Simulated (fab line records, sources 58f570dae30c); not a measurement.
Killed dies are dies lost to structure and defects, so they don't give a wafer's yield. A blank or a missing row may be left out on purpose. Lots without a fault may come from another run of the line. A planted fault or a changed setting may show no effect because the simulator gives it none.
Tool commonality check | flow berkeley_cmos170 | 14 lots, 48 wafers sampled

WHY IT WAS OPENED
At UCB170_PWELL_THK_MEAS_06 the reading PWELL_NITRIDE_THK is flagged on 2 of 14 lots. Wafers without a fault read 220.9 nm, standard deviation 2.4.
Rule: a lot is flagged when every wafer of it that has a number lies more than 4 standard deviations from that mean, or none has a number. The other lots count as sound.

lot  | measured    | on            | PWELL_NITRIDE_THK (nm), wafer by wafer | flag
L896 | day 3 05:35 | film_metro-03 | 219.8 219.8 219.0                      |
L898 | day 3 20:08 | film_metro-04 | 217.3 218.8 218.6                      |
L899 | day 4 09:35 | film_metro-04 | 219.0 218.4 221.0                      |
L901 | day 4 15:04 | film_metro-03 | 220.0 221.0 219.2                      |
L900 | day 4 15:05 | film_metro-01 | 220.7 219.3 220.7                      |
L902 | day 5 07:24 | film_metro-01 | 219.8 223.2 221.4                      |
L905 | day 5 12:08 | film_metro-04 | 222.4 222.8 222.8                      |
L906 | day 5 12:08 | film_metro-01 | 221.5 221.9 223.2                      |
L907 | day 5 12:09 | film_metro-03 | 221.3 222.3 219.5                      |
L910 | day 5 19:37 | film_metro-04 | 220.9 219.6 220.7                      |
L909 | day 6 03:34 | film_metro-01 | 208.2 209.5 209.9 208.1 209.5 209.6    | FLAGGED
L911 | day 6 08:42 | film_metro-01 | 207.9 208.4 208.5 207.8 208.9 208.3    | FLAGGED
L915 | day 7 03:22 | film_metro-01 | 220.7 218.8 218.2                      |
L916 | day 7 09:50 | film_metro-01 | 219.6 218.5 219.2                      |
The numbers of the flagged lots are 208.7 nm on average: -12.2 nm against the usual, or -5 standard deviations.

WHICH TOOL RAN EACH LOT
The record holds 2 process steps before the reading, out of a route of 331 steps. In each cell: the tool, then ch and the chambers that the sampled wafers went through, then the start.
lot  | flag    | UCB170_ZERO_ETCH_06               | UCB170_PWELL_CVD_05
L896 |         | rie_diel-01 ch 0,3, day 2 00:42   | lpcvd-02 ch 1, day 3 03:40
L898 |         | rie_diel-03 ch 1,3, day 2 04:23   | lpcvd-02 ch 0, day 3 18:13
L899 |         | rie_diel-04 ch 0,1,2, day 2 10:15 | lpcvd-02 ch 1, day 4 07:40
L901 |         | rie_diel-04 ch 0,2,3, day 2 22:41 | lpcvd-01 ch 0, day 4 13:09
L900 |         | rie_diel-01 ch 0,1,3, day 2 22:25 | lpcvd-01 ch 1, day 4 13:09
L902 |         | rie_diel-03 ch 1,2,3, day 3 10:38 | lpcvd-02 ch 1, day 5 05:28
L905 |         | rie_diel-04 ch 0,1,3, day 3 22:00 | lpcvd-01 ch 0, day 5 10:13
L906 |         | rie_diel-03 ch 1,2,3, day 4 05:25 | lpcvd-01 ch 0, day 5 10:13
L907 |         | rie_diel-04 ch 0,1,2, day 4 05:39 | lpcvd-01 ch 0, day 5 10:13
L910 |         | rie_diel-03 ch 0,1,2, day 4 16:53 | lpcvd-02 ch 0, day 5 17:42
L909 | FLAGGED | rie_diel-01 ch 0,1,2, day 4 13:40 | lpcvd-01 ch 0, day 6 01:38
L911 | FLAGGED | rie_diel-01 ch 0,1, day 4 20:11   | lpcvd-01 ch 1, day 6 06:42
L915 |         | rie_diel-03 ch 0,1,3, day 5 17:55 | lpcvd-02 ch 0, day 7 00:29
L916 |         | rie_diel-01 ch 1,3, day 6 00:41   | lpcvd-02 ch 0, day 7 07:54
What these steps do:
- UCB170_ZERO_ETCH_06: etches SiO2 in CHF3/CF4/Ar, time 12 s.
- UCB170_PWELL_CVD_05: deposits Si3N4 from SiH2Cl2/NH3, target thk 220 nm, time 3300 s.
- UCB170_PWELL_THK_MEAS_06

FLAGGED OVER TOTAL, TOOL BY TOOL (the gauges that took the reading come last)
step                     | tool          | lots run | flagged | share of the flagged lots | sound lots run after its first flagged lot
UCB170_ZERO_ETCH_06      | rie_diel-01   | 5        | 2       | all                       | 1 (L916)
UCB170_ZERO_ETCH_06      | rie_diel-03   | 5        | 0       | none                      | -
UCB170_ZERO_ETCH_06      | rie_diel-04   | 4        | 0       | none                      | -
UCB170_PWELL_CVD_05      | lpcvd-01      | 7        | 2       | all                       | 0
UCB170_PWELL_CVD_05      | lpcvd-02      | 7        | 0       | none                      | -
UCB170_PWELL_THK_MEAS_06 | film_metro-01 | 7        | 2       | all                       | 2 (L915,L916)
UCB170_PWELL_THK_MEAS_06 | film_metro-03 | 3        | 0       | none                      | -
UCB170_PWELL_THK_MEAS_06 | film_metro-04 | 4        | 0       | none                      | -

WHAT THE TABLE ALLOWS
3 rows of the table ran every flagged lot: rie_diel-01 at UCB170_ZERO_ETCH_06, lpcvd-01 at UCB170_PWELL_CVD_05, film_metro-01 at UCB170_PWELL_THK_MEAS_06.
- rie_diel-01 at UCB170_ZERO_ETCH_06: 2 of its 5 lots flagged. Sound lots ran on it after the first flagged one (L916), which a lasting fault on the whole tool wouldn't allow.
- lpcvd-01 at UCB170_PWELL_CVD_05: 2 of its 7 lots flagged. Its last sound lot is L905 (day 5 10:13), its first flagged lot L909 (day 6 01:38): a fault that began between those two fits. Its own readings lie more than 4 standard deviations out on every wafer of the flagged lots: pressure_mtorr.
- film_metro-01 at UCB170_PWELL_THK_MEAS_06: 2 of its 7 lots flagged. Sound lots ran on it after the first flagged one (L915, L916), which a lasting fault on the whole tool wouldn't allow.
One tool is left: lpcvd-01 at UCB170_PWELL_CVD_05.

WHAT THE SIMULATOR HAD PUT IN
Process parameter drift: lpcvd-01, from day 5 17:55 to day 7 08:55, at UCB170_PWELL_CVD_05. Setting pressure_mtorr, moved by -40, from 200. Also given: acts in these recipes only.
Lots struck among those shown: L909, L911. The rule above found the same.
